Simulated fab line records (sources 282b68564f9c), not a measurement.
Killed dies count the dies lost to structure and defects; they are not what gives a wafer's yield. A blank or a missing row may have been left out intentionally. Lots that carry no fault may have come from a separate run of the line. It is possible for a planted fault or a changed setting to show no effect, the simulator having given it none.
A lot that was struck, set against a sound lot -- flow rit-cmos -- 18 steps out of a route of 202
Sound: the wafers L708.1, L708.5, L708.6. Wafers L720.2, L720.4, L720.5 were the ones struck. Last of all comes the cause.
Each step with rows lists, per side, the tool, then ch with its chambers, then its first start. Under that, the readings that differ: sound wafers -- struck wafers -- difference of the means -- sigmas: that difference in standard deviations of wafers without a fault.
alike: words and numbers the same on both sides, and readings whose means are apart by under 2 such deviations; not compared: readings that were withheld, readings missing a value for some wafer, numbers with overlapping values and no deviation given by the record, and bounds like >300 which may hide the same value.
Wherever a step has rows on one side only, a row that says differs or no value, or a row with sigmas, the two part there. When numbers do not overlap yet have no deviation, they are printed without sigmas and do not part them. Lack of a reading on every wafer of one side parts them only where that side has two or more wafers.

RIT_CONTACT_OVL_MEAS_09:
  struck on overlay-02, day 6 17:52; sound on overlay-02, day 4 03:58
  alike: CONTACT_OVL
then, 1 step without rows for these wafers: RIT_CONTACT_HARDBAKE_10 (time 60 s).
RIT_CONTACT_ETCH_11: etches SiO2 in CHF3/CF4/Ar, stops on TiSi2, target depth 480 nm, time 320 s.
  sound on rie-diel-01 ch 0,3, day 4 04:08; struck on rie-diel-04 ch 0,2, day 6 18:02
  alike: drypump-motor-current-A, oes-product-au, throttle-valve-pct
  not compared: rf-hours-counter-h
RIT_CONTACT_STRIP_12: strips in O2, time 180 s.
  sound on plasma-asher-03 ch 0,1, day 4 04:20; struck on plasma-asher-02 ch 0,1, day 6 18:14
  alike: drypump-motor-current-A
  not compared: rf-hours-counter-h
RIT_CONTACT_CD_MEAS_90 targets a cd of 1000 nm.
  struck on cd-sem-02, day 6 18:26; sound on cd-sem-02, day 4 04:31
  alike: cd-nm
then, 2 steps without rows for these wafers: RIT_CONTACT_CLEAN_13 (cleans in SC1, time 600 s); RIT_CONTACT_CLEAN_14 (cleans in SC2, time 600 s).
RIT_M1_SPUTTER_00: material Al, target thk 400 nm, time 500 s.
  struck on pvd-sputter-03, day 6 18:53; sound on pvd-sputter-03, day 4 05:00
  alike: substrate-temp-c, throttle-valve-pct
RIT_M1_RS_MEAS_01: the measuring method here is four-point-probe.
  struck on film-metro-02, day 6 19:11; sound on film-metro-03, day 4 05:17
  alike: M1_AL_RS
RIT_M1_THK_MEAS_02: measures by xrf.
  struck on film-metro-02, day 6 19:18; sound on film-metro-03, day 4 05:25
  alike: M1_AL_THK
then, 2 steps without rows for these wafers: RIT_M1_HMDS_03 (prime time 60 s); RIT_M1_COAT_04 (resist thk 1300 nm).
RIT_M1_SOFTBAKE_05: time 60 s.
  sound on litho-track-01 ch 0, day 4 05:46; struck on litho-track-04 ch 0, day 6 19:41
reading,sound,struck,difference,sigmas
heater-power-total-W (W),34.60 34.60 34.62,35.52 35.58 35.58,+0.95,+19
plate-temp-C (C),90.02 90.06 90.11,92.13 92.16 92.18,+2.09,+16
model.NOVOLAK_of_M1_COAT_04.thk-nm (nm),1297 1296 1297,1299 1298 1298,+2,
  alike: resist-line-temp-C
then, 2 steps without rows for these wafers: RIT_M1_EXPOSE_06 (exposes mask M12, target cd 2600 nm); RIT_M1_PEB_07.
RIT_M1_DEVELOP_08: develop time 68 s.
  sound: litho-track-04 ch 0; struck: litho-track-01 ch 0
  alike: resist-line-temp-C
  not compared: model.NOVOLAK_of_M1_COAT_04.thk-nm
RIT_M1_CD_MEAS_09 targets a cd of 2600 nm.
  struck on cd-sem-01, day 6 20:23; sound on cd-sem-01, day 4 06:29
  alike: cd-nm
RIT_M1_PROBE_99:
  struck on prober-02, day 6 23:14; sound on prober-02, day 4 09:09
  alike: defect-limited-yield, killed_at_M0_to_M3, killed-at-contacts, killed-at-front-end, killed-dies, killed-open, killed-short

## WHERE THEY PART
At RIT_M1_SOFTBAKE_05 and nowhere else, as far as this record goes. Later steps at which nothing parts them and some readings are alike: RIT_M1_DEVELOP_08, RIT_M1_CD_MEAS_09, RIT_M1_PROBE_99.

WHY: what had been put in by the simulator
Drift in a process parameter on litho-track-04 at RIT_M1_SOFTBAKE_05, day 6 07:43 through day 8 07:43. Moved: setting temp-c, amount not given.
